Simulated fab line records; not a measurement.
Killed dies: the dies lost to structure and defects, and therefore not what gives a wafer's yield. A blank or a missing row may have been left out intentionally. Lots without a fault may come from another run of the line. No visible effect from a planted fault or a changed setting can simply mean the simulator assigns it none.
Tool commonality check / flow rit_cmos / Sampled: 14 lots, 42 wafers

## WHY THIS WAS OPENED
Of 14 lots, 2 have the reading PSD_RS flagged at RIT_SDANNEAL_RS_MEAS_04. No-fault wafers: 117.00 ohm/sq, standard deviation 0.29.
Rule: flag the lot when none of its wafers has a number, or when each of its wafers that has one lies beyond 4 standard deviations from that mean. The rest of the lots are taken to be sound.

lot=L552; measured=day 3 19:39; on=film_metro-02; PSD_RS (ohm/sq), wafer by wafer=117.10 117.18 116.72; flag=
lot=L553; measured=day 3 23:30; on=film_metro-02; PSD_RS (ohm/sq), wafer by wafer=116.99 116.86 117.04; flag=
lot=L554; measured=day 4 07:21; on=film_metro-01; PSD_RS (ohm/sq), wafer by wafer=117.20 117.64 117.51; flag=
lot=L556; measured=day 4 14:05; on=film_metro-03; PSD_RS (ohm/sq), wafer by wafer=116.84 117.30 117.05; flag=
lot=L557; measured=day 4 19:08; on=film_metro-02; PSD_RS (ohm/sq), wafer by wafer=116.61 116.76 116.93; flag=
lot=L559; measured=day 5 04:37; on=film_metro-03; PSD_RS (ohm/sq), wafer by wafer=116.52 117.06 117.03; flag=
lot=L560; measured=day 5 09:14; on=film_metro-02; PSD_RS (ohm/sq), wafer by wafer=117.01 116.79 116.73; flag=
lot=L561; measured=day 5 14:19; on=film_metro-02; PSD_RS (ohm/sq), wafer by wafer=117.15 116.93 117.08; flag=
lot=L562; measured=day 5 19:40; on=film_metro-01; PSD_RS (ohm/sq), wafer by wafer=116.92 116.96 116.85; flag=
lot=L563; measured=day 6 00:40; on=film_metro-01; PSD_RS (ohm/sq), wafer by wafer=116.28 116.34 116.86; flag=
lot=L566; measured=day 6 14:54; on=film_metro-03; PSD_RS (ohm/sq), wafer by wafer=117.27 117.43 117.20; flag=
lot=L570; measured=day 7 11:19; on=film_metro-03; PSD_RS (ohm/sq), wafer by wafer=118.53 118.79 118.63; flag=FLAGGED
lot=L571; measured=day 7 15:57; on=film_metro-01; PSD_RS (ohm/sq), wafer by wafer=119.01 118.94 119.13; flag=FLAGGED
lot=L572; measured=day 7 21:30; on=film_metro-03; PSD_RS (ohm/sq), wafer by wafer=117.04 117.00 117.20; flag=
On average the flagged lots' numbers are 118.84 ohm/sq, which is +1.84 ohm/sq against the usual, or +6 standard deviations.

## WHICH TOOL EACH LOT WENT THROUGH
The record keeps 1 process step preceding the reading, out of 202 steps on the route. Cell contents, in order: the tool; ch with the chambers the sampled wafers went through; the start.
lot=L552; flag=; RIT_PSD_IMPLANT_08=implanter-04 ch 0, day 3 18:49
lot=L553; flag=; RIT_PSD_IMPLANT_08=implanter-01 ch 0, day 3 22:40
lot=L554; flag=; RIT_PSD_IMPLANT_08=implanter-01 ch 0, day 4 06:31
lot=L556; flag=; RIT_PSD_IMPLANT_08=implanter-03 ch 0, day 4 13:13
lot=L557; flag=; RIT_PSD_IMPLANT_08=implanter-04 ch 0, day 4 18:18
lot=L559; flag=; RIT_PSD_IMPLANT_08=implanter-04 ch 0, day 5 03:44
lot=L560; flag=; RIT_PSD_IMPLANT_08=implanter-03 ch 0, day 5 08:24
lot=L561; flag=; RIT_PSD_IMPLANT_08=implanter-03 ch 0, day 5 13:30
lot=L562; flag=; RIT_PSD_IMPLANT_08=implanter-04 ch 0, day 5 18:52
lot=L563; flag=; RIT_PSD_IMPLANT_08=implanter-01 ch 0, day 5 23:48
lot=L566; flag=; RIT_PSD_IMPLANT_08=implanter-04 ch 0, day 6 13:39
lot=L570; flag=FLAGGED; RIT_PSD_IMPLANT_08=implanter-04 ch 0, day 7 10:28
lot=L571; flag=FLAGGED; RIT_PSD_IMPLANT_08=implanter-04 ch 0, day 7 15:08
lot=L572; flag=; RIT_PSD_IMPLANT_08=implanter-01 ch 0, day 7 20:41
These steps, and what they do:
- RIT_PSD_IMPLANT_08
- RIT_SDANNEAL_RS_MEAS_04: measures by four-point-probe.

## FLAGGED AGAINST TOTAL, ONE TOOL AT A TIME (gauges that did the reading follow at the end)
step=RIT_PSD_IMPLANT_08; tool=implanter-01; lots run=4; flagged=0; share of the flagged lots=none; sound lots run after its first flagged lot=-
step=RIT_PSD_IMPLANT_08; tool=implanter-03; lots run=3; flagged=0; share of the flagged lots=none; sound lots run after its first flagged lot=-
step=RIT_PSD_IMPLANT_08; tool=implanter-04; lots run=7; flagged=2; share of the flagged lots=all; sound lots run after its first flagged lot=0
step=RIT_SDANNEAL_RS_MEAS_04; tool=film_metro-01; lots run=4; flagged=1; share of the flagged lots=some; sound lots run after its first flagged lot=0
step=RIT_SDANNEAL_RS_MEAS_04; tool=film_metro-02; lots run=5; flagged=0; share of the flagged lots=none; sound lots run after its first flagged lot=-
step=RIT_SDANNEAL_RS_MEAS_04; tool=film_metro-03; lots run=5; flagged=1; share of the flagged lots=some; sound lots run after its first flagged lot=1 (L572)

## WHAT THE TABLE PERMITS
All flagged lots share 1 row of the table, namely implanter-04 at RIT_PSD_IMPLANT_08.
- implanter-04 at RIT_PSD_IMPLANT_08 ran 7 lots, 2 of them flagged. Its last sound lot is L566 (day 6 13:39), its first flagged lot L570 (day 7 10:28): a fault that began between those two fits. Its own readings (dose_ions_cm2) fall more than 4 standard deviations out on all wafers of the flagged lots.
One tool is left: implanter-04 at RIT_PSD_IMPLANT_08.

## WHAT THE SIMULATOR HAD INSERTED
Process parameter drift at RIT_PSD_IMPLANT_08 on implanter-04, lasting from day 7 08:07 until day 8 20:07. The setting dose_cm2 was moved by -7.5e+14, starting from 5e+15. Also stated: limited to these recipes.
Lots struck among those shown: L570, L571. The rule above reached the same finding.
